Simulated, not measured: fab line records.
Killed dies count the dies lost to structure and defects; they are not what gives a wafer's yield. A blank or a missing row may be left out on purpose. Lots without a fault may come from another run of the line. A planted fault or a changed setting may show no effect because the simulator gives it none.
Which tool is to blame? + flow rit-cmos + 14 lots, 42 wafers sampled, at 6 steps of a route of 202

## WHAT THE GAUGES READ, wafer by wafer
RIT_PWELL_TW_MEAS_10.
| lot  | measured    | on            | PWELL_TW    |
|------|-------------|---------------|-------------|
| L814 | day 2 00:11 | film-metro-04 | 982 977 979 |
| L815 | day 2 05:48 | film-metro-01 | 954 960 953 |
| L816 | day 2 09:49 | film-metro-04 | 976 979 976 |
| L817 | day 2 15:08 | film-metro-01 | 954 955 953 |
| L822 | day 3 15:13 | film-metro-04 | 965 966 970 |
| L827 | day 4 18:04 | film-metro-01 | 953 953 952 |
| L828 | day 4 21:36 | film-metro-03 | 960 955 956 |
| L830 | day 5 09:10 | film-metro-03 | 968 969 966 |
| L831 | day 5 12:53 | film-metro-04 | 974 973 973 |
| L832 | day 5 20:05 | film-metro-01 | 958 953 950 |
| L833 | day 5 23:14 | film-metro-01 | 948 951 948 |
| L834 | day 6 04:20 | film-metro-01 | 949 955 957 |
| L835 | day 6 10:11 | film-metro-01 | 952 945 951 |
| L837 | day 6 20:49 | film-metro-01 | 961 956 959 |

RIT_NLDD_TW_MEAS_10.
| lot  | measured    | on            | NLDD_TW        |
|------|-------------|---------------|----------------|
| L814 | day 2 20:39 | film-metro-03 | 2524 2529 2527 |
| L815 | day 3 04:15 | film-metro-02 | 2528 2517 2513 |
| L816 | day 3 06:57 | film-metro-04 | 2524 2532 2525 |
| L817 | day 3 10:01 | film-metro-03 | 2520 2529 2523 |
| L822 | day 4 16:01 | film-metro-03 | 2519 2507 2517 |
| L827 | day 5 15:55 | film-metro-04 | 2553 2557 2560 |
| L828 | day 5 16:31 | film-metro-04 | 2549 2548 2552 |
| L830 | day 6 08:19 | film-metro-04 | 2562 2553 2556 |
| L831 | day 6 13:18 | film-metro-04 | 2559 2566 2552 |
| L832 | day 6 16:04 | film-metro-02 | 2546 2536 2538 |
| L833 | day 6 17:46 | film-metro-03 | 2518 2531 2529 |
| L834 | day 7 03:38 | film-metro-04 | 2539 2540 2536 |
| L835 | day 7 08:46 | film-metro-02 | 2524 2536 2536 |
| L837 | day 7 17:19 | film-metro-04 | 2528 2543 2537 |

RIT_PLDD_OVL_MEAS_06.
| lot  | measured    | on         | PLDD_OVL (nm)  |
|------|-------------|------------|----------------|
| L814 | day 2 21:40 | overlay-02 | 0.5 -0.3 0.7   |
| L815 | day 3 05:15 | overlay-02 | 0.0 -0.9 -1.4  |
| L816 | day 3 07:58 | overlay-02 | 0.0 0.5 -0.3   |
| L817 | day 3 10:59 | overlay-01 | -1.0 -0.7 -0.4 |
| L822 | day 4 17:05 | overlay-02 | -1.2 -1.3 -2.4 |
| L827 | day 5 16:49 | overlay-01 | - - -          |
| L828 | day 5 17:25 | overlay-01 | - - -          |
| L830 | day 6 09:21 | overlay-01 | 0.6 -1.3 0.2   |
| L831 | day 6 14:22 | overlay-02 | -2.3 2.2 0.3   |
| L832 | day 6 16:59 | overlay-01 | -0.4 -2.2 -1.3 |
| L833 | day 6 18:40 | overlay-02 | 2.1 2.5 0.7    |
| L834 | day 7 04:32 | overlay-02 | 1.1 -1.3 0.0   |
| L835 | day 7 09:40 | overlay-02 | 0.4 -0.2 1.0   |
| L837 | day 7 18:20 | overlay-02 | -0.8 0.7 -1.4  |

RIT_NSD_TW_MEAS_10.
| lot  | measured    | on            | NSD_TW                        |
|------|-------------|---------------|-------------------------------|
| L814 | day 3 02:56 | film-metro-02 | 3187 3152 3164                |
| L815 | day 3 09:47 | film-metro-04 | 3184 3179 3173                |
| L816 | day 3 12:23 | film-metro-03 | 3181 3184 3168                |
| L817 | day 3 15:24 | film-metro-02 | 3173 3151 3166                |
| L822 | day 4 21:38 | film-metro-04 | 3183 3192 3187                |
| L827 | day 5 21:15 | film-metro-03 | 3338 3350 3330 3354 3355 3342 |
| L828 | day 5 22:56 | film-metro-04 | 3355 3362 3366 3364 3369 3359 |
| L830 | day 6 14:45 | film-metro-02 | 3177 3188 3179                |
| L831 | day 6 18:55 | film-metro-04 | 3190 3210 3201                |
| L832 | day 6 21:25 | film-metro-04 | 3202 3202 3201                |
| L833 | day 6 23:28 | film-metro-03 | 3160 3161 3155                |
| L834 | day 7 09:49 | film-metro-02 | 3181 3158 3180                |
| L835 | day 7 14:37 | film-metro-02 | 3171 3181 3191                |
| L837 | day 7 22:58 | film-metro-03 | 3144 3132 3148                |

## TOOL THAT RAN EACH LOT (tool first, then ch and the chambers of the sampled wafers, then the start)
| lot  | RIT_PRETRO_STRIP_09                 | RIT_PLDD_COAT_01                 |
|------|-------------------------------------|----------------------------------|
| L814 | plasma-asher-02 ch 0,1, day 2 08:59 | litho-track-01 ch 0, day 2 20:53 |
| L815 | plasma-asher-04 ch 0,1, day 2 14:44 | litho-track-03 ch 0, day 3 04:28 |
| L816 | plasma-asher-04 ch 0,1, day 2 18:55 | litho-track-02 ch 0, day 3 07:10 |
| L817 | plasma-asher-03 ch 0,1, day 3 00:08 | litho-track-02 ch 0, day 3 10:14 |
| L822 | plasma-asher-02 ch 0,1, day 4 00:44 | litho-track-03 ch 0, day 4 16:17 |
| L827 | plasma-asher-04 ch 0, day 5 02:26   | litho-track-03, day 5 16:08      |
| L828 | plasma-asher-04 ch 0,1, day 5 06:38 | litho-track-03, day 5 16:43      |
| L830 | plasma-asher-04 ch 0, day 5 19:05   | litho-track-03 ch 0, day 6 08:33 |
| L831 | plasma-asher-04 ch 0,1, day 5 23:21 | litho-track-02 ch 0, day 6 13:31 |
| L832 | plasma-asher-04 ch 0,1, day 6 05:22 | litho-track-03 ch 0, day 6 16:17 |
| L833 | plasma-asher-04 ch 0,1, day 6 07:30 | litho-track-01 ch 0, day 6 18:02 |
| L834 | plasma-asher-02 ch 0,1, day 6 13:16 | litho-track-03 ch 0, day 7 03:52 |
| L835 | plasma-asher-04 ch 0,1, day 6 19:20 | litho-track-01 ch 0, day 7 08:58 |
| L837 | plasma-asher-02 ch 0,1, day 7 06:14 | litho-track-01 ch 0, day 7 17:32 |
- RIT_PRETRO_STRIP_09: strips in O2, time 180 s.
- RIT_PLDD_COAT_01: resist thk 1000 nm.

## AS READ BY THE TOOLS THEMSELVES (means over the sampled wafers that have a number; for cases with no such wafer, the mark the record gives instead)
RIT_PRETRO_STRIP_09.
| lot  | tool            | drypump-motor-current-A (A) |
|------|-----------------|-----------------------------|
| L814 | plasma-asher-02 | 5.71                        |
| L815 | plasma-asher-04 | 5.94                        |
| L816 | plasma-asher-04 | 5.85                        |
| L817 | plasma-asher-03 | 5.86                        |
| L822 | plasma-asher-02 | 5.75                        |
| L827 | plasma-asher-04 | 6.06                        |
| L828 | plasma-asher-04 | 5.94                        |
| L830 | plasma-asher-04 | 6.03                        |
| L831 | plasma-asher-04 | 5.94                        |
| L832 | plasma-asher-04 | 5.85                        |
| L833 | plasma-asher-04 | 5.92                        |
| L834 | plasma-asher-02 | 5.72                        |
| L835 | plasma-asher-04 | 5.85                        |
| L837 | plasma-asher-02 | 5.73                        |

RIT_PLDD_COAT_01.
| lot  | tool           | chill-plate-temp-C (C) | dispense-pressure-kPa (kPa) | exhaust-pa (Pa) | spin-speed-rpm (rpm) |
|------|----------------|------------------------|-----------------------------|-----------------|----------------------|
| L814 | litho-track-01 | 22.86                  | 50.8                        | 45.2            | 3249.4               |
| L815 | litho-track-03 | 23.08                  | 48.5                        | 46.1            | 3247.7               |
| L816 | litho-track-02 | 22.94                  | 48.4                        | 45.0            | 3249.2               |
| L817 | litho-track-02 | 23.06                  | 48.4                        | 45.5            | 3252.2               |
| L822 | litho-track-03 | 23.03                  | 48.3                        | 44.6            | 3248.2               |
| L827 | litho-track-03 | -                      | -                           | -               | -                    |
| L828 | litho-track-03 | -                      | -                           | -               | -                    |
| L830 | litho-track-03 | 22.85                  | 48.3                        | 44.3            | 3251.4               |
| L831 | litho-track-02 | 22.79                  | 48.4                        | 45.0            | 3250.3               |
| L832 | litho-track-03 | 23.11                  | 48.3                        | 44.9            | 3248.6               |
| L833 | litho-track-01 | 23.03                  | 50.7                        | 45.9            | 3251.4               |
| L834 | litho-track-03 | 22.88                  | 48.4                        | 44.9            | 3252.1               |
| L835 | litho-track-01 | 23.06                  | 50.7                        | 44.8            | 3249.4               |
| L837 | litho-track-01 | 23.04                  | 50.7                        | 44.8            | 3248.4               |

## THE ANSWER, worked out from the rows above alone
Rule: the usual values come from the lots themselves. Put in order of their means at a reading, lots are off if they are a third of the lots or fewer, leave a main group of 4 or more, and stand apart from it by a gap of 3 or more times the standard deviation of the main group's means; of several such gaps the widest counts. If all means in a main group match to the digits the tables above print for the reading, that group is not used. A lot without any number at a reading at which 4 lots or more have one is off too. Where the step has rows for the other lots, those lots are counted as sound. First the gauges in route order, then the tools' own readings, where a lot's mean is used as printed above. The first step at which some lot is off is used, and at that step the reading that is off furthest; a lot without a number counts as furthest.
Off: L827, L828, seen at RIT_PLDD_OVL_MEAS_06 (PLDD_OVL). Without a number there: L827, L828. Mean -0.2 nm and standard deviation 0.84 in the main group.
If a tool, at a process step before that reading, ran all the lots that are off and no sound lot after the first of them, it fits. Not tried: the gauges at RIT_PLDD_OVL_MEAS_06; whatever is off there is also off at RIT_NSD_TW_MEAS_10, on other tools, and gauge error can't account for it. No candidate that was tried fits.

## WHAT THE SIMULATOR PUT IN
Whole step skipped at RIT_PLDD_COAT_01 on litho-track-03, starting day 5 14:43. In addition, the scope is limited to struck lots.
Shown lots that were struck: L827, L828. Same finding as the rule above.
